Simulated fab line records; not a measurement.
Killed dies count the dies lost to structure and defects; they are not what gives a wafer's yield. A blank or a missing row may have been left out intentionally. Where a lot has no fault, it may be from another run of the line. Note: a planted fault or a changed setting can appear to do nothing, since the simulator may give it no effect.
8D (eight disciplines) problem report, filled in by code || flow berkeleyCmos170 || the parts of the form that need people (team, actions taken, sign-off) are left out

1. WHAT IS WRONG
V2_POLISHED_THK at UCB170_V2_THK_MEAS_04 reads a mean of 1346.2 nm on 6 wafers of 2 lots; wafers without a fault read 999.5 nm with a standard deviation of 1.3. That is +99 or more standard deviations from the usual mean.
First seen on wafer L783.1, day 11 05:38, on filmMetro-03. The record holds 42 wafers of 14 lots with a number at this step. Rule for "out" (also "out of limits"): further than 4 standard deviations from the usual mean. All remaining wafers that have a number are taken as sound.

2. WHAT IT IS AND WHAT IT IS NOT
{"question": "which readings at this step", "is": "V2_POLISHED_THK", "is not": "-"}
{"question": "which lots", "is": "L783, L786", "is not": "L772, L773, L776, L778, L779, L780, L781, L782, L784, L785, L788, L794"}
{"question": "which wafers of those lots", "is": "all that have a number", "is not": "-"}
{"question": "read on which gauges", "is": "filmMetro-01, filmMetro-03", "is not": "filmMetro-02"}
{"question": "when", "is": "from day 11 05:38", "is not": "up to then (30 sound wafers); but 6 sound wafers of L788, L794 came after"}

3. THE SUSPECTS, EACH WITH WHAT RULES IT OUT
Counting: a tool at any process step up to the reading remains a suspect when it ran all the lots that are out and ran no sound lot after the first of those.
- the gauge at UCB170_V2_THK_MEAS_04 has been ruled out. The wafers that are out were read on 2 gauges (filmMetro-01, filmMetro-03).
- plasmaAsher-01 at UCB170_CONTACT_STRIP_06 (strips in O2): ruled out as a lasting fault. Sound lots L788 ran on it after its first lot that is out, L783 (day 10 17:44).
- rieDiel-01 at UCB170_M1_ETCH_11 (etches BARC in N2/H2): kept. Every lot that is out went through it, starting with L783 (day 10 21:01), and after that it ran no sound lot; the last sound lot it ran before then is L780 (day 9 21:41).
- cmp-01 at UCB170_V2_CMP_02 (polishes SiO2): kept. Every lot that is out went through it, starting with L783 (day 11 05:13), and after that it ran no sound lot; the last sound lot it ran before then is L785 (day 11 02:24).
Remaining after the count are rieDiel-01 at UCB170_M1_ETCH_11 and cmp-01 at UCB170_V2_CMP_02.

4. THE CAUSE (what the simulator had put in)
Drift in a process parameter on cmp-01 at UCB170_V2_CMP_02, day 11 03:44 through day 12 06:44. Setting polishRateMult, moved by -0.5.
Of the 2 suspects that counting leaves, this tool is one.

5. THE EFFECT CHAIN, in route order
One row per reading whose mean, taken over the struck wafers that have a number, lies over 3 standard deviations from the usual. Scope: only readings with a usual standard deviation given in the record; hours: median across lots of the time from each lot's start at the first step in this table that gives one to its start at this step; sigmas: change in usual standard deviations.
{"hours": 0, "step": "UCB170_V2_THK_MEAS_04", "reading": "V2_POLISHED_THK", "usual": "999.5 nm", "on struck wafers": 1346.2, "change": "+346.7", "sigmas": "+99 or more"}
{"hours": 2, "step": "UCB170_V2_ETCH_14", "reading": "oesProductAu", "usual": "0.873 a.u.", "on struck wafers": 0.982, "change": "+0.109", "sigmas": "+8.4"}
{"hours": 5, "step": "UCB170_M3_PROBE_99", "reading": "defectLimitedYield", "usual": "98.8 %", "on struck wafers": 0.1, "change": -98.7, "sigmas": "-99 or more"}
{"hours": 5, "step": "UCB170_M3_PROBE_99", "reading": "killed_at_M0_to_M3", "usual": 0.8, "on struck wafers": 261.5, "change": "+260.7", "sigmas": "+99 or more"}
{"hours": 5, "step": "UCB170_M3_PROBE_99", "reading": "killedDies", "usual": 3.2, "on struck wafers": 263.7, "change": "+260.5", "sigmas": "+99 or more"}
{"hours": 5, "step": "UCB170_M3_PROBE_99", "reading": "killedOnRim", "usual": 1.0, "on struck wafers": 70.0, "change": "+69.0", "sigmas": "+58"}
{"hours": 5, "step": "UCB170_M3_PROBE_99", "reading": "sort_bin_5_function", "usual": "0.8 %", "on struck wafers": 99.5, "change": "+98.7", "sigmas": "+99 or more"}
{"hours": 5, "step": "UCB170_M3_PROBE_99", "reading": "sortNPass", "usual": 260.8, "on struck wafers": 0.3, "change": -260.5, "sigmas": "-99 or more"}
{"hours": 5, "step": "UCB170_M3_PROBE_99", "reading": "sortYieldPct", "usual": "98.8 %", "on struck wafers": 0.1, "change": -98.7, "sigmas": "-99 or more"}
Here are the process steps it includes:
- UCB170_V2_ETCH_14: etches SiO2 in CHF3/CF4/Ar, stops on Al, target depth 1250 nm, time 291 s.
- UCB170_M3_PROBE_99

6. WHAT WOULD HAVE CAUGHT IT SOONER
2 hours passed between the start of the fault at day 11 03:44 and the first reading out of limits at a measuring or inspecting step in this record, taken at day 11 05:38.
Of the tool readings at UCB170_V2_CMP_02 for which the record gives a usual standard deviation, none was out on any struck wafer, so an alarm limit of 4 standard deviations on them would not have fired.
Lots out: 2; of these, L786 started UCB170_V2_CMP_02 on cmp-01 after day 11 05:38. Had the tool been put on hold then, it would have been spared.
